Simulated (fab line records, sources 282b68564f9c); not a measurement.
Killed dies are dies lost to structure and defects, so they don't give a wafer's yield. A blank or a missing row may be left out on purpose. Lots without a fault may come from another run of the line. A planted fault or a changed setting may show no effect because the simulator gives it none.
Which tool did it? | flow rit_cmos | 7 lots, 21 wafers sampled, at 2 steps of a route of 202

WHAT THE GAUGES READ, wafer by wafer
RIT_PRETRO_TW_MEAS_10.
lot  | measured    | on            | PRETRO_TW
L407 | day 2 14:32 | film_metro-02 | 472 475 471
L409 | day 3 00:31 | film_metro-04 | 467 468 469
L411 | day 3 11:05 | film_metro-02 | 470 474 473
L421 | day 5 13:47 | film_metro-02 | 575 578 576
L424 | day 6 03:48 | film_metro-03 | 474 475 476
L426 | day 6 12:15 | film_metro-04 | 468 467 469
L429 | day 7 04:33 | film_metro-04 | 468 463 464

WHICH TOOL RAN EACH LOT (tool, then ch and the chambers of the sampled wafers, then the start)
lot  | RIT_PRETRO_IMPLANT_08
L407 | implanter-01 ch 0, day 2 14:15
L409 | implanter-01 ch 0, day 3 00:13
L411 | implanter-03 ch 0, day 3 10:45
L421 | implanter-03 ch 0, day 5 13:28
L424 | implanter-02 ch 0, day 6 03:30
L426 | implanter-02 ch 0, day 6 11:56
L429 | implanter-01 ch 0, day 7 04:14
- RIT_PRETRO_IMPLANT_08

THE ANSWER, worked out from the rows above alone
Rule: what is usual is taken from the lots themselves. Put in order of their means at a reading, lots are off if they are a third of the lots or fewer, leave a main group of 4 or more, and stand apart from it by a gap of 3 or more times the standard deviation of the main group's means; of several such gaps the widest counts. A main group whose means are all the same, to the digits that the tables above print for the reading, isn't used. A lot without any number at a reading at which 4 lots or more have one is off too. The other lots that the step has rows for count as sound.
Off: L421, at RIT_PRETRO_TW_MEAS_10 (PRETRO_TW). The main group: mean 470, standard deviation 3.4.
A tool fits if, at a process step before that reading, it ran every lot that is off, and no sound lot after the first of them. The gauges at RIT_PRETRO_TW_MEAS_10 are tried like those tools. Can't be told from this: 2 tools fit, implanter-03 at RIT_PRETRO_IMPLANT_08, film_metro-02 at RIT_PRETRO_TW_MEAS_10.

WHAT THE SIMULATOR HAD PUT IN
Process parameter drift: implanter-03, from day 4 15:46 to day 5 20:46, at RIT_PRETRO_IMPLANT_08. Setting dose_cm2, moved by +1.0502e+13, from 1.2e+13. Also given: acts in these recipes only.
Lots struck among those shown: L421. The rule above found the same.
